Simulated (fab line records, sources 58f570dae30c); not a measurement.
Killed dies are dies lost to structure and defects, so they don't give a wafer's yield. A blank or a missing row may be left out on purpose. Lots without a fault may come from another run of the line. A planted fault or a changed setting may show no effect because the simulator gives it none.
A struck lot beside a sound one | flow berkeley_cmos170 | 17 steps out of a route of 331
Sound: wafers L506.3, L506.4, L506.6. Struck: wafers L512.2, L512.3, L512.5. The cause comes at the end.
At each step with rows: each side's tool, then ch and its chambers, then its first start. Under that, the readings that differ: sound wafers | struck wafers | difference of the means | sigmas: that difference in standard deviations of wafers without a fault.
alike: readings whose means differ by less than 2 such deviations, and words and numbers that are the same on both sides. not compared: withheld readings, readings that some wafer has no value for, bounds like >300 that may hide the same value, and numbers for which the record gives no deviation and whose values overlap.
The two part at a step that has a row with sigmas, a row that says differs or no value, or rows on one side only. Numbers that don't overlap but have no deviation are shown without sigmas and don't part them. A reading that every wafer of one side lacks parts them only if that side has two wafers or more.

first, 5 steps without rows for these wafers: UCB170_WELLDRIVE_ANNEAL_03 (time 900 s); UCB170_WELLDRIVE_WET_ETCH_04 (etches SiO2 in BOE, time 120 s); UCB170_ACTIVE_CLEAN_00 (cleans in SPM, time 600 s); UCB170_ACTIVE_CLEAN_01 (cleans in dHF, time 60 s); UCB170_ACTIVE_OXIDATION_02 (target thk 26.4 nm, ox time 1260 s).
UCB170_ACTIVE_THK_MEAS_03:
  sound on film_metro-03, day 3 14:43; struck on film_metro-03, day 5 01:18
  alike: ACTIVE_OXIDE_THK
then, 2 steps without rows for these wafers: UCB170_ACTIVE_ANNEAL_04 (time 900 s); UCB170_ACTIVE_CVD_05 (deposits Si3N4 from SiH2Cl2/NH3, target thk 220 nm, time 3300 s).
UCB170_ACTIVE_THK_MEAS_06:
  sound on film_metro-03, day 3 20:14; struck on film_metro-03, day 5 07:10
  alike: ACTIVE_NITRIDE_THK
then, 3 steps without rows for these wafers: UCB170_ACTIVE_HMDS_07 (prime time 60 s); UCB170_ACTIVE_COAT_08 (resist thk 900 nm); UCB170_ACTIVE_SOFTBAKE_09 (time 60 s).
UCB170_ACTIVE_EXPOSE_10: exposes mask ACTIVE, target cd 1200 nm.
  sound on krf_scanner-02 ch 0, day 3 21:00; struck on krf_scanner-02 ch 0, day 5 07:56
  reading | sound                      | struck                              | difference | sigmas
  mask    | ACTIVE#0 ACTIVE#0 ACTIVE#0 | ACTIVE_R1#0 ACTIVE_R1#0 ACTIVE_R1#0 | differs    |
then, 2 steps without rows for these wafers: UCB170_ACTIVE_PEB_11; UCB170_ACTIVE_DEVELOP_12 (develop time 45 s).
UCB170_ACTIVE_CD_MEAS_13: target cd 1200 nm.
  sound on cd_sem-01, day 3 21:24; struck on cd_sem-01, day 5 08:49
  reading    | sound                | struck               | difference | sigmas
  cd_nm (nm) | 1200.3 1200.7 1198.7 | 1285.0 1284.6 1285.4 | +85.1      | +57
  not compared: hold
UCB170_M3_PROBE_99:
  the record has rows for the sound wafers here (prober-02, day 7 12:13) and none for the struck ones

WHERE THEY PART
First at UCB170_ACTIVE_EXPOSE_10; last, within this record, at UCB170_M3_PROBE_99.

WHY: what the simulator had put in
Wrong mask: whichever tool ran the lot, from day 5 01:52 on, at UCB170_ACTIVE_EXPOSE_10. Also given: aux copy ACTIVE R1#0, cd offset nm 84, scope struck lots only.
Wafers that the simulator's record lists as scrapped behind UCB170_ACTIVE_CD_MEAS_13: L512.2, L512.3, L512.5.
